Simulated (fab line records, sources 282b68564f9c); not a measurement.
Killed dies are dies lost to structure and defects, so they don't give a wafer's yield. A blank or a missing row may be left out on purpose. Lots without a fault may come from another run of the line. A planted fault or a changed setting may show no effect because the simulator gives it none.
A struck lot beside a sound one | flow rit_cmos | 28 steps out of a route of 202
Sound: wafers L469.2, L469.3, L469.5. Struck: wafers L476.1, L476.2, L476.5. The cause comes at the end.
At each step with rows: each side's tool, then ch and its chambers, then its first start. Under that, the readings that differ: sound wafers | struck wafers | difference of the means | sigmas: that difference in standard deviations of wafers without a fault.
alike: readings whose means differ by less than 2 such deviations, and words and numbers that are the same on both sides. not compared: withheld readings, readings that some wafer has no value for, bounds like >300 that may hide the same value, and numbers for which the record gives no deviation and whose values overlap.
The two part at a step that has a row with sigmas, a row that says differs or no value, or rows on one side only. Numbers that don't overlap but have no deviation are shown without sigmas and don't part them. A reading that every wafer of one side lacks parts them only if that side has two wafers or more.

RIT_ACTIVE_BOW_MEAS_00:
  sound on film_metro-02, day 3 07:01; struck on film_metro-01, day 4 18:00
  alike: INCOMING_BOW
RIT_ACTIVE_OXIDATION_01: target thk 46.8 nm, ox time 3360 s.
  sound on furnace-01 ch 0, day 3 07:07; struck on furnace-01 ch 0, day 4 18:07
  reading                                       | sound                | struck               | difference | sigmas
  spike_tc_centre_C (C)                         | 1001.1 1002.4 1001.9 | 1015.3 1017.3 1016.7 | +14.6      | +13
  spike_tc_load_C (C)                           | 1028.5 1030.6 1028.6 | 1045.8 1044.4 1044.1 | +15.5      | +11
  spike_tc_source_C (C)                         | 1026.6 1027.6 1026.2 | 1041.3 1042.0 1041.7 | +14.9      | +10
  tube_center_temp_C (C)                        | 1000.1 1000.2 1000   | 1014.9 1014.9 1015   | +14.8      | +99 or more
  tube_center_temp_C_max                        | 1003.3 1002.2 1002.6 | 1017.1 1017.7 1017.2 | +14.6      | +33
  model.SiO2_of_ACTIVE_OXIDATION_01.thk_nm (nm) | 49.4 49.42 49.56     | 55.57 56 55.16       | +6.12      |
RIT_ACTIVE_THK_MEAS_02:
  sound on film_metro-02, day 3 09:04; struck on film_metro-01, day 4 20:20
  reading               | sound          | struck         | difference | sigmas
  ACTIVE_OXIDE_THK (nm) | 49.4 49.4 49.6 | 55.5 56.0 55.2 | +6.1       | +6
  not compared: hold
then, 1 step without rows for these wafers: RIT_ACTIVE_CVD_03 (deposits Si3N4 from SiH2Cl2/NH3, target thk 150 nm, time 1500 s).
RIT_ACTIVE_THK_MEAS_04:
  the record has rows for the sound wafers here (film_metro-02, day 3 10:32) and none for the struck ones
then, 6 steps without rows for these wafers: RIT_ACTIVE_HMDS_05 (prime time 60 s); RIT_ACTIVE_COAT_06 (resist thk 1000 nm); RIT_ACTIVE_SOFTBAKE_07 (time 60 s); RIT_ACTIVE_EXPOSE_08 (exposes mask M1, target cd 1400 nm); RIT_ACTIVE_PEB_09; RIT_ACTIVE_DEVELOP_10 (develop time 50 s).
RIT_ACTIVE_CD_MEAS_11: target cd 1400 nm.
  the record has rows for the sound wafers here (cd_sem-01, day 3 11:35) and none for the struck ones
then, 1 step without rows for these wafers: RIT_ACTIVE_HARDBAKE_12 (time 60 s).
RIT_ACTIVE_ETCH_13: etches Si3N4 in SF6, stops on SiO2, time 210 s, target depth 210 nm.
  the record has rows for the sound wafers here (rie_diel-02 ch 1,3, day 3 11:50) and none for the struck ones
RIT_ACTIVE_STRIP_14: strips in O2, time 180 s.
  the record has rows for the sound wafers here (plasma_asher-04 ch 0,1, day 3 11:58) and none for the struck ones
RIT_ACTIVE_CD_MEAS_90: target cd 1400 nm.
  the record has rows for the sound wafers here (cd_sem-01, day 3 12:10) and none for the struck ones
then, 4 steps without rows for these wafers: RIT_ACTIVE_CLEAN_15 (cleans in SC1, time 600 s); RIT_ACTIVE_CLEAN_16 (cleans in dHF, time 30 s); RIT_ACTIVE_CLEAN_17 (cleans in SC2, time 600 s); RIT_FOX1_OXIDATION_00 (target thk 350.7 nm, ox time 1130 s).
RIT_FOX1_THK_MEAS_01:
  the record has rows for the sound wafers here (film_metro-03, day 3 14:12) and none for the struck ones
then, 2 steps without rows for these wafers: RIT_FOX1_WET_ETCH_02 (etches SiO2 in BOE, target depth 350 nm, time 390 s); RIT_FOX2_OXIDATION_00 (target thk 350.7 nm, ox time 1130 s).
RIT_FOX2_THK_MEAS_01:
  the record has rows for the sound wafers here (film_metro-03, day 3 15:43) and none for the struck ones
then, 1 step without rows for these wafers: RIT_FOX2_CLEAN_02 (cleans in dHF, time 180 s).
RIT_FOX2_WET_ETCH_03: etches Si3N4 in H3PO4, target depth 195 nm, time 2700 s.
  the record has rows for the sound wafers here (wet_bench-01 ch 2, day 3 15:50) and none for the struck ones
RIT_FOX2_THK_MEAS_90:
  the record has rows for the sound wafers here (film_metro-03, day 3 16:35) and none for the struck ones
then, 1 step without rows for these wafers: RIT_M1_PROBE_99.

WHERE THEY PART
First at RIT_ACTIVE_OXIDATION_01; last, within this record, at RIT_FOX2_THK_MEAS_90.

WHY: what the simulator had put in
Process parameter drift: furnace-01, from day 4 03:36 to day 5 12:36, at RIT_ACTIVE_OXIDATION_01. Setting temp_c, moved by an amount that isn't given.
